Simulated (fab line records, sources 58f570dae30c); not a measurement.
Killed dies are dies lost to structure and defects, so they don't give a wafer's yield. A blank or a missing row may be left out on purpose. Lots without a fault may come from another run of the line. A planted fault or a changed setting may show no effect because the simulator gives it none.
Problem report in the 8D (eight disciplines) form, filled by code | flow berkeley_cmos170 | the parts of the form that need people (team, actions taken, sign-off) are left out

1. THE PROBLEM
M2_AL_RS at UCB170_M2_RS_MEAS_02 reads a mean of 0.0303 ohm/sq on 1 wafer of 1 lot; wafers without a fault read 0.0322 ohm/sq with a standard deviation of 0.00037. That is -5.1 standard deviations from the usual mean.
The step: measures by four-point-probe.
First seen on wafer L456.3, day 12 06:32, on film_metro-02. The record holds 39 wafers of 13 lots with a number at this step. Rule for "out", or "out of limits": more than 4 standard deviations from the usual mean. The other wafers with a number count as sound.

2. WHAT IT IS AND WHAT IT IS NOT
question                    | is                | is not
which readings at this step | M2_AL_RS          | -
which lots                  | L456              | L442, L443, L444, L446, L447, L448, L449, L450, L451, L459, L461, L462
which wafers of those lots  | L456.3            | L456.5, L456.6
read on which gauges        | film_metro-02     | film_metro-01, film_metro-03
when                        | from day 12 06:32 | up to then (29 sound wafers); but 9 sound wafers of L459, L461, L462 came after

3. SUSPECTS, AND WHAT RULES EACH OUT
Counting: a tool at a process step up to the reading stays a suspect if it ran every lot that is out. Sound lots after the first of them don't rule it out here, since some wafers of a struck lot are sound.
- the gauge at UCB170_M2_RS_MEAS_02: ruled out. All the wafers that are out were read on film_metro-02, but those of them that UCB170_M2_SPUTTER_01 has rows for are out there too, on other tools.
- pvd_sputter-03 at UCB170_M2_SPUTTER_01 (material Al, target thk 900 nm, time 120 s): kept. It ran the lot that is out, L456 (day 12 06:24); its last sound lot up to then is L451 (day 10 11:20). Its own readings are out on those wafers: cathode_dc_power_W.
Left after counting: pvd_sputter-03 at UCB170_M2_SPUTTER_01.

4. THE CAUSE (what the simulator had put in)
Process parameter drift: pvd_sputter-03, from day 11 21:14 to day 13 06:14, at UCB170_M2_SPUTTER_01. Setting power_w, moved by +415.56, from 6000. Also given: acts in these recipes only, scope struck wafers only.
Counting left only this tool.

5. THE CHAIN OF EFFECTS, in route order
Each row: a reading whose mean over the struck wafers that have a number lies more than 3 standard deviations from the usual. Only readings for which the record gives a usual standard deviation are gone through. hours: the time from each lot's start at the first step in this table that gives one to its start at this step, as a median over the lots. sigmas: the change in usual standard deviations.
hours | step                  | reading            | usual         | on struck wafers | change  | sigmas
0     | UCB170_M2_SPUTTER_01  | cathode_dc_power_W | 6000.0 W      | 6414.9           | +414.9  | +99 or more
0     | UCB170_M2_RS_MEAS_02  | M2_AL_RS           | 0.0322 ohm/sq | 0.0303           | -0.0019 | -5.1
0     | UCB170_M2_THK_MEAS_03 | M2_AL_THK          | 903 nm        | 961              | +58     | +5.8
The process steps in it:
- UCB170_M2_SPUTTER_01: material Al, target thk 900 nm, time 120 s.

6. WHAT WOULD HAVE CAUGHT IT SOONER
In this record the first reading out of limits at a measuring or inspecting step was taken at day 12 06:32, 9 hours after the fault began at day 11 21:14.
The tool's own readings at UCB170_M2_SPUTTER_01 were out on every struck wafer that the step has a row for (cathode_dc_power_W): an alarm limit on them would have fired on the first of those.
All the lots that are out (1) had begun UCB170_M2_SPUTTER_01 on pvd_sputter-03 by day 12 06:32. A hold on the tool at that time would have spared none of them.
